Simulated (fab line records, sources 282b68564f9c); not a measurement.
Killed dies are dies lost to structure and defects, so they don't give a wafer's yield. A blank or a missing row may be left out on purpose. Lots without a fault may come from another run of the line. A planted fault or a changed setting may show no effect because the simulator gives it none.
fab line records | flow rit_cmos
record lots=7 wafers=21 last_day=7
route steps=202 shown CONTACT@180 M1@184
lots that met no fault: from a run of the same line without faults
start_h: hours from the record's first day to the start of the lot's first wafer shown | wait_h: hours since the lot's step before | " the same as in the row above | L1.1+2: a row that stands for several wafers | - no value, or no start given | * or withheld: withheld | < > ~ a bound
route shown NAME@n: a module of which the file shows steps, and the number in the route of the first | usual: mean/standard deviation of fault-free wafers | same: alike in all rows | chamber/n: place in a boat | sites: the reading at each site | _std_site: their standard deviation | _edge_site: outer sites' mean less inner sites' | radius_mm: how far each site lies from the wafer's centre | mask NAME#n: copy n | behind: the tool/chamber that last shaped the wafer | hold: why the lot was held/for how many hours/how that ended | device: the transistor (n, p or np) that didn't switch | end of line: the same wafers' tests at the end of the route | a step without rows: its recipe alone | killed: dies lost to structure and defects at the first sort, not the wafer's yield | map: a wafer's dies, x killed, . not, _ none there
set.NAME: the setting as run; set.NAME@STEP: as run at that earlier step | model.NAME: the simulator's own value behind a step, which no gauge read
lots at some steps of the route; a table a step, a row a wafer
services: from which hour (start_h, from the record's first day; less than 0 if before it) a tool's chamber was out of use, for how many hours, and why
## steps
# step RIT_CONTACT_STRIP_12
# recipe chemistry=O2 time_s=180 resist=NOVOLAK platen_temp_c=withheld power_w=500 pressure_mtorr=4000 o2_flow_sccm=4000
# usual drypump_motor_current_A=5.6/0.36
# columns lot.wafer tool chamber start_h wait_h drypump_motor_current_A rf_hours_counter_h
L364.1 plasma_asher-03 0 72.65 0.1 5.1 42
L364.4 " 0 " " 5.1 -
L364.5 " 1 " " 5.5 -
L366.3 plasma_asher-03 1 80.74 0.2 5.5 -
L366.4 " 0 " " 5.1 -
L366.5 " 1 " " 5.5 -
L373.2 plasma_asher-03 0 116.38 0.1 5.1 47
L373.3 " 1 " " 5.5 -
L373.4 " 0 " " 5.1 -
L374.3 plasma_asher-01 0 121.81 0.2 5.9 -
L374.4 " 1 " " 5.8 -
L374.5 " 1 " " 5.8 -
L377.2 plasma_asher-01 1 134.12 0.1 5.8 2
L377.5 " 0 " " 5.9 -
L377.6 " 1 " " 5.8 -
L381.1 plasma_asher-04 0 154.21 0.1 6.1 37
L381.4 " 0 " " 6.1 -
L381.6 " 1 " " 5.3 -
L382.1 plasma_asher-01 0 164.92 0.1 5.9 5
L382.3 " 0 " " 5.9 -
L382.4 " 1 " " 5.8 -
# step RIT_CONTACT_CD_MEAS_90
# recipe target_cd_nm=1000
# usual cd_nm=1000.1/2.8
# columns lot.wafer tool chamber start_h wait_h cd_nm
L364.1 cd_sem-02 - 72.82 0.1 998.6
L364.4 " - " " 997.7
L364.5 " - " " 1000.5
L366.3 cd_sem-02 - 80.90 0.1 1002.5
L366.4 " - " " 1003.5
L366.5 " - " " 1005.6
L373.2 cd_sem-01 - 116.57 0.1 1002.4
L373.3 " - " " 1000.8
L373.4 " - " " 1001.8
L374.3 cd_sem-02 - 121.97 0.1 998.4
L374.4 " - " " 996.8
L374.5 " - " " 996.9
L377.2 cd_sem-02 - 134.32 0.1 997.4
L377.5 " - " " 997.6
L377.6 " - " " 996.9
L381.1 cd_sem-01 - 154.38 0.1 1004.2
L381.4 " - " " 1004.1
L381.6 " - " " 1003.7
L382.1 cd_sem-02 - 165.09 0.1 1003.5
L382.3 " - " " 1003.8
L382.4 " - " " 1004.5
# step RIT_CONTACT_CLEAN_13
# recipe chemistry=SC1 mix=3:3:50 time_s=600 temp_c=75
# step RIT_CONTACT_CLEAN_14
# recipe chemistry=SC2 mix=3:3:50 time_s=600 temp_c=75 dry=n2_spin
# step RIT_M1_SPUTTER_00
# recipe material=Al target_thk_nm=400 power_w=2000 chamber_pressure_pa=0.4 gas=Ar time_s=500 substrate_temp_c=25
# usual chamber_pressure_pa=0.4000/0.00082 throttle_valve_pct=29.5/0.87
# columns lot.wafer tool chamber start_h wait_h chamber_pressure_pa throttle_valve_pct
L364.1 pvd_sputter-02 - 73.31 0.0 0.4002 29.7
L364.4 " - " " 0.3996 30.8
L364.5 " - " " 0.4000 29.2
L366.3 pvd_sputter-02 - 81.34 0.0 0.4009 29.0
L366.4 " - " " 0.3997 31.0
L366.5 " - " " 0.4004 29.2
L373.2 pvd_sputter-04 - 117.02 0.0 0.3978 29.9
L373.3 " - " " 0.4000 27.5
L373.4 " - " " 0.4004 28.9
L374.3 pvd_sputter-03 - 122.40 0.0 0.4001 30.0
L374.4 " - " " 0.4006 29.5
L374.5 " - " " 0.3994 29.0
L377.2 pvd_sputter-02 - 134.94 0.0 0.3999 30.8
L377.5 " - " " 0.4004 30.9
L377.6 " - " " 0.3985 29.5
L381.1 pvd_sputter-02 - 154.85 0.0 0.3999 29.1
L381.4 " - " " 0.4007 29.4
L381.6 " - " " 0.3995 29.4
L382.1 pvd_sputter-04 - 165.56 0.0 0.4012 29.8
L382.3 " - " " 0.3995 29.6
L382.4 " - " " 0.3984 27.5
# step RIT_M1_RS_MEAS_01
# recipe thk_meas_gauge=four-point-probe reads=Al_of_M1_SPUTTER_00
# usual M1_AL_RS=0.0733/0.00083
# columns lot.wafer tool chamber start_h wait_h M1_AL_RS[ohm/sq]
L364.1 film_metro-03 - 73.60 0.1 0.0733
L364.4 " - " " 0.0735
L364.5 " - " " 0.0725
L366.3 film_metro-04 - 81.68 0.2 0.0721
L366.4 " - " " 0.0732
L366.5 " - " " 0.0729
L373.2 film_metro-03 - 117.34 0.2 0.0731
L373.3 " - " " 0.0731
L373.4 " - " " 0.0722
L374.3 film_metro-04 - 122.73 0.2 0.0725
L374.4 " - " " 0.0730
L374.5 " - " " 0.0738
L377.2 film_metro-02 - 135.26 0.2 0.0743
L377.5 " - " " 0.0746
L377.6 " - " " 0.0738
L381.1 film_metro-02 - 155.15 0.1 0.0744
L381.4 " - " " 0.0743
L381.6 " - " " 0.0743
L382.1 film_metro-02 - 165.86 0.1 0.0745
L382.3 " - " " 0.0749
L382.4 " - " " 0.0748
# step RIT_M1_THK_MEAS_02
# recipe thk_meas_gauge=xrf reads=Al_of_M1_SPUTTER_00
# usual M1_AL_THK=398/4.5
# columns lot.wafer tool chamber start_h wait_h M1_AL_THK[nm]
L364.1 film_metro-03 - 73.72 0.1 391
L364.4 " - " " 391
L364.5 " - " " 394
L366.3 film_metro-04 - 81.78 0.1 406
L366.4 " - " " 399
L366.5 " - " " 401
L373.2 film_metro-03 - 117.45 0.1 395
L373.3 " - " " 396
L373.4 " - " " 400
L374.3 film_metro-04 - 122.83 0.1 404
L374.4 " - " " 399
L374.5 " - " " 396
L377.2 film_metro-02 - 135.37 0.1 395
L377.5 " - " " 393
L377.6 " - " " 392
L381.1 film_metro-02 - 155.27 0.1 397
L381.4 " - " " 396
L381.6 " - " " 397
L382.1 film_metro-02 - 165.98 0.1 393
L382.3 " - " " 391
L382.4 " - " " 392
# step RIT_M1_HMDS_03
# recipe prime_time_s=60 prime_temp_c=140
# step RIT_M1_COAT_04
# recipe resist=NOVOLAK spin_rpm=2000 resist_thk_nm=1300
# step RIT_M1_SOFTBAKE_05
# recipe resist=NOVOLAK temp_c=90 time_s=60
# step RIT_M1_EXPOSE_06
# recipe mask_id=M12 na=0.6 source_shape=conventional sigma_outer=0.5 target_cd_nm=2600 dose_mj=250
# step RIT_M1_PEB_07
# recipe resist=NOVOLAK temp_c=withheld time_s=withheld
# step RIT_M1_DEVELOP_08
# recipe resist=NOVOLAK develop_time_s=68 dev_temp_c=23
# columns lot.wafer tool chamber start_h wait_h
L364.1+4+5 litho_track-03 0 74 -
L366.3+4+5 litho_track-04 0 82 -
L373.2+3+4 litho_track-03 0 118 -
L374.3+4+5 litho_track-03 0 123 -
L377.2+5+6 litho_track-03 0 136 -
L381.1+4+6 litho_track-04 0 156 -
L382.1+3+4 litho_track-01 0 166 -
# step RIT_M1_CD_MEAS_09
# recipe target_cd_nm=2600
# usual cd_nm=2600.4/2
# columns lot.wafer tool chamber start_h wait_h cd_nm
L364.1 cd_sem-01 - 74.80 - 2602.7
L364.4 " - " " 2599.9
L364.5 " - " " 2600.6
L366.3 cd_sem-01 - 82.95 - 2601.8
L366.4 " - " " 2600.6
L366.5 " - " " 2601.8
L373.2 cd_sem-01 - 118.52 - -
L373.3 " - " " -
L373.4 " - " " -
L374.3 cd_sem-01 - 123.79 - -
L374.4 " - " " -
L374.5 " - " " -
L377.2 cd_sem-02 - 136.44 - -
L377.5 " - " " -
L377.6 " - " " -
L381.1 cd_sem-02 - 156.33 - 2600.9
L381.4 " - " " 2600.3
L381.6 " - " " 2600.3
L382.1 cd_sem-01 - 166.92 - 2598.6
L382.3 " - " " 2600.1
L382.4 " - " " 2599.1
# step RIT_M1_OVL_MEAS_10
# usual M1_OVL=0.4/1.4
# columns lot.wafer tool chamber start_h wait_h M1_OVL[nm]
L364.1 overlay-02 - 74.92 0.1 -0.8
L364.4 " - " " 0.8
L364.5 " - " " -2.2
L366.3 overlay-01 - 83.04 0.1 2.0
L366.4 " - " " 1.4
L366.5 " - " " 1.2
L373.2 overlay-01 - 118.63 0.1 -
L373.3 " - " " -
L373.4 " - " " -
L374.3 overlay-01 - 123.89 0.1 -
L374.4 " - " " -
L374.5 " - " " -
L377.2 overlay-01 - 136.55 0.1 -
L377.5 " - " " -
L377.6 " - " " -
L381.1 overlay-01 - 156.45 0.1 -0.6
L381.4 " - " " 0.4
L381.6 " - " " 1.0
L382.1 overlay-02 - 167.04 0.1 -0.7
L382.3 " - " " 1.4
L382.4 " - " " -1.0
# step RIT_M1_HARDBAKE_11
# recipe resist=NOVOLAK temp_c=140 time_s=120
# step RIT_M1_PROBE_99
# usual defect_limited_yield=97.4/1.2 killed_at_M0_to_M3=0/0 killed_at_contacts=0.0/0.22 killed_at_front_end=7/3.1 killed_dies=7/3.1 killed_on_rim=1.8/1.4 killed_open=3.5/2 killed_short=3.3/2 sort_bin_3_pad_short=0.1/0.19 sort_bin_5_function=1.5/0.87 sort_bin_6_memory=0.9/0.59 sort_n_pass=257/3.1 sort_yield_pct=97.4/1.2
# same gross_dies=264 killed_at_M4_up=0 killed_at_back_side=0 killed_at_other=0
# columns lot.wafer tool chamber start_h wait_h defect_limited_yield[%] killed_at_M0_to_M3 killed_at_contacts killed_at_front_end killed_dies killed_on_rim killed_open killed_short sort_bin_3_pad_short[%] sort_bin_5_function[%] sort_bin_6_memory[%] sort_n_pass sort_yield_pct[%]
L364.1 prober-01 - 77.57 0.1 98.1 0 0 5 5 2 2 3 0 1.5 0.4 259 98.1
L364.4 prober-01 - 77.72 0.2 97.0 0 0 8 8 3 1 7 0 2.3 0.8 256 97.0
L364.5 prober-01 - 77.77 0.2 98.9 0 0 3 3 1 3 0 0 1.1 0 261 98.9
L366.3 prober-01 - 86.49 0.2 99.2 0 0 2 2 1 1 1 0 0.8 0 262 99.2
L366.4 prober-01 - 86.54 0.2 98.5 0 0 4 4 0 2 2 0 0.4 1.1 260 98.5
L366.5 prober-01 - 86.59 0.2 98.1 0 0 5 5 2 4 1 0 1.5 0.4 259 98.1
L373.2 prober-02 - 121.21 0.1 0 251 1 12 264 70 7 6 0.4 97.7 1.9 0 0
L373.3 prober-02 - 121.26 0.2 0 256 0 8 264 70 4 4 0 99.2 0.8 0 0
L373.4 prober-02 - 121.31 0.2 0 255 0 9 264 70 5 4 0 98.1 1.9 0 0
L374.3 prober-01 - 126.51 0.2 0 252 1 11 264 70 3 9 0 98.9 1.1 0 0
L374.4 prober-01 - 126.56 0.2 0 253 0 11 264 70 5 6 0 98.9 1.1 0 0
L374.5 prober-01 - 126.61 0.2 0 257 0 7 264 70 5 2 0 99.2 0.8 0 0
L377.2 prober-02 - 139.13 0.1 0 257 0 7 264 70 4 3 0 99.2 0.8 0 0
L377.5 prober-02 - 139.28 0.2 0 247 0 17 264 70 9 8 0.4 98.9 0.8 0 0
L377.6 prober-02 - 139.33 0.2 0 255 0 9 264 70 3 6 0.8 98.9 0.4 0 0
L381.1 prober-02 - 158.99 0.1 95.5 0 0 12 12 0 5 7 0 1.9 2.7 252 95.5
L381.4 prober-02 - 159.14 0.2 97.0 0 0 8 8 2 5 3 0 2.3 0.8 256 97.0
L381.6 prober-02 - 159.24 0.2 95.5 0 0 12 12 3 5 7 0.4 2.3 1.9 252 95.5
L382.1 prober-01 - 169.77 0.1 97.3 0 0 7 7 3 5 2 0 1.1 1.5 257 97.3
L382.3 prober-01 - 169.87 0.2 97.7 0 0 6 6 1 4 2 0 1.1 1.1 258 97.7
L382.4 prober-01 - 169.92 0.2 95.8 0 0 11 11 4 9 2 0 3.0 1.1 253 95.8
# killed by level:class
L364.1 GATE:geometric_particle:short=1 GATE:geometric_particle:open=1 REOX:geometric_particle:short=1 SPACER:geometric_particle:open=1 STARTING-WAFER:geometric_particle:short=1
L364.4 GATE:geometric_particle:short=4 FOX1:geometric_particle:short=2 GATE:geometric_particle:open=1 SILICIDE:geometric_particle:short=1
L364.5 FOX1:geometric_particle:open=1 REOX:geometric_particle:open=1 SILICIDE:geometric_particle:open=1
L366.3 GATE:geometric_particle:open=1 REOX:geometric_particle:short=1
L366.4 GATE:geometric_particle:short=1 GATE:geometric_particle:open=1 REOX:geometric_particle:open=1 REOX:geometric_particle:short=1
L366.5 GATE:geometric_particle:open=2 GATE:geometric_particle:short=1 REOX:geometric_particle:open=1 SILICIDE:geometric_particle:open=1
L373.2 M1:area_develop=251 SPACER:geometric_particle:open=3 SPACER:geometric_particle:short=2 FOX1:geometric_particle:open=1 FOX2:geometric_particle:open=1 FOX2:geometric_particle:short=1 GATE:geometric_particle:short=1 GATE:geometric_particle:open=1
L373.3 M1:area_develop=256 GATE:geometric_particle:short=3 GATE:geometric_particle:open=2 REOX:geometric_particle:short=1 REOX:geometric_particle:open=1 SPACER:geometric_particle:open=1
L373.4 M1:area_develop=255 SPACER:geometric_particle:short=3 GATE:geometric_particle:open=3 FOX2:geometric_particle:open=1 GATE:geometric_particle:short=1 SPACER:geometric_particle:open=1
L374.3 M1:area_develop=252 GATE:geometric_particle:short=3 FOX1:geometric_particle:short=2 SILICIDE:geometric_particle:short=2 FOX1:geometric_particle:open=1 FOX2:geometric_particle:open=1 GATE:geometric_particle:open=1 SPACER:geometric_particle:short=1
L374.4 M1:area_develop=253 FOX1:geometric_particle:short=2 FOX1:geometric_particle:open=2 GATE:geometric_particle:short=2 SPACER:geometric_particle:open=2 FOX2:geometric_particle:short=1 GATE:geometric_particle:open=1 SILICIDE:geometric_particle:short=1
L374.5 M1:area_develop=257 FOX1:geometric_particle:open=2 GATE:geometric_particle:open=2 GATE:geometric_particle:short=1 SILICIDE:geometric_particle:short=1 SILICIDE:geometric_particle:open=1
L377.2 M1:area_develop=257 FOX1:geometric_particle:open=2 GATE:geometric_particle:open=1 GATE:geometric_particle:short=1 REOX:geometric_particle:open=1 REOX:geometric_particle:short=1 SPACER:geometric_particle:short=1
L377.5 M1:area_develop=247 GATE:geometric_particle:short=5 GATE:geometric_particle:open=3 REOX:geometric_particle:open=2 SILICIDE:geometric_particle:open=2 FOX1:geometric_particle:open=1 FOX1:geometric_particle:short=1 FOX2:geometric_particle:short=1
L377.6 M1:area_develop=255 GATE:geometric_particle:short=3 FOX1:geometric_particle:short=1 FOX2:geometric_particle:open=1 GATE:geometric_particle:open=1 REOX:geometric_particle:short=1 SPACER:geometric_particle:short=1 SPACER:geometric_particle:open=1
L381.1 GATE:geometric_particle:open=2 GATE:geometric_particle:short=2 REOX:geometric_particle:short=2 SILICIDE:geometric_particle:open=2 FOX1:geometric_particle:short=1 SPACER:geometric_particle:short=1 SPACER:geometric_particle:open=1 SILICIDE:geometric_particle:short=1
L381.4 SPACER:geometric_particle:open=3 GATE:geometric_particle:short=2 FOX1:geometric_particle:short=1 GATE:geometric_particle:open=1 SILICIDE:geometric_particle:open=1
L381.6 GATE:geometric_particle:short=3 FOX2:geometric_particle:open=2 GATE:geometric_particle:open=2 REOX:geometric_particle:short=2 FOX1:geometric_particle:short=1 FOX2:geometric_particle:short=1 REOX:geometric_particle:open=1
L382.1 GATE:geometric_particle:open=3 GATE:geometric_particle:short=2 SPACER:geometric_particle:open=2
L382.3 FOX1:geometric_particle:open=2 GATE:geometric_particle:short=2 GATE:geometric_particle:open=1 SILICIDE:geometric_particle:open=1
L382.4 SILICIDE:geometric_particle:open=4 GATE:geometric_particle:open=2 FOX1:geometric_particle:open=1 FOX2:geometric_particle:open=1 GATE:geometric_particle:short=1 REOX:geometric_particle:short=1 SPACER:geometric_particle:open=1
# map L373.2 (x killed, . not)
________xxxxxxx_______
_____xxxxxxxxxxxxx____
____xxxxxxxxxxxxxxx___
___xxxxxxxxxxxxxxxxx__
__xxxxxxxxxxxxxxxxxxx_
__xxxxxxxxxxxxxxxxxxx_
_xxxxxxxxxxxxxxxxxxxxx
_xxxxxxxxxxxxxxxxxxxxx
_xxxxxxxxxxxxxxxxxxxxx
_xxxxxxxxxxxxxxxxxxxxx
__xxxxxxxxxxxxxxxxxxx_
__xxxxxxxxxxxxxxxxxxx_
___xxxxxxxxxxxxxxxxx__
____xxxxxxxxxxxxxxx___
_____xxxxxxxxxxxxx____
________xxxxxxx_______
# map L374.3 (x killed, . not)
________xxxxxxx_______
_____xxxxxxxxxxxxx____
____xxxxxxxxxxxxxxx___
___xxxxxxxxxxxxxxxxx__
__xxxxxxxxxxxxxxxxxxx_
__xxxxxxxxxxxxxxxxxxx_
_xxxxxxxxxxxxxxxxxxxxx
_xxxxxxxxxxxxxxxxxxxxx
_xxxxxxxxxxxxxxxxxxxxx
_xxxxxxxxxxxxxxxxxxxxx
__xxxxxxxxxxxxxxxxxxx_
__xxxxxxxxxxxxxxxxxxx_
___xxxxxxxxxxxxxxxxx__
____xxxxxxxxxxxxxxx___
_____xxxxxxxxxxxxx____
________xxxxxxx_______
## services
# columns tool chamber start_h hours kind
pvd_sputter-04 - 58.27 0.9 repair
pvd_sputter-03 - 72.28 2.0 repair
plasma_asher-01 - 81.88 3.2 repair
plasma_asher-01 - 108.75 9.0 pm
plasma_asher-01 0 108.75 9.0 vent_cycle
plasma_asher-01 1 108.75 9.0 vent_cycle
plasma_asher-01 - 110.76 0.7 repair
pvd_sputter-03 - 114.87 4.6 repair
plasma_asher-01 0 117.75 - clean
plasma_asher-01 1 117.75 - clean
pvd_sputter-03 - 157.99 2.9 repair
## key
first_sign step=RIT_M1_CD_MEAS_09 reading=cd_nm direction=missing
effect step=RIT_M1_OVL_MEAS_10 reading=M1_OVL direction=missing
effect step=RIT_M1_PROBE_99 reading=killed_at_M0_to_M3 direction=up sigmas=99+ usual=0 struck=253.7
more_kills_born_at RIT_M1_DEVELOP_08@litho_track-03=2283
met_at RIT_M1_DEVELOP_08
struck_wafers L373.2,L373.3,L373.4,L374.3,L374.4,L374.5,L377.2,L377.5,L377.6
later_rows_left_out L373.2,L373.3,L373.4,L374.3,L374.4,L374.5,L377.2,L377.5,L377.6
onset_between 74 118
fault kind=process_parameter_drift tool=litho_track-03 chamber=- onset_h=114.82 steps=RIT_M1_DEVELOP_08 channel=develop_time_s offset=* shape=step end_h=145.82 acts_in=* stated=*
# later_rows_left_out: the simulator's readings of these wafers behind a module that went badly wrong aren't trusted and aren't shown, but for the sort
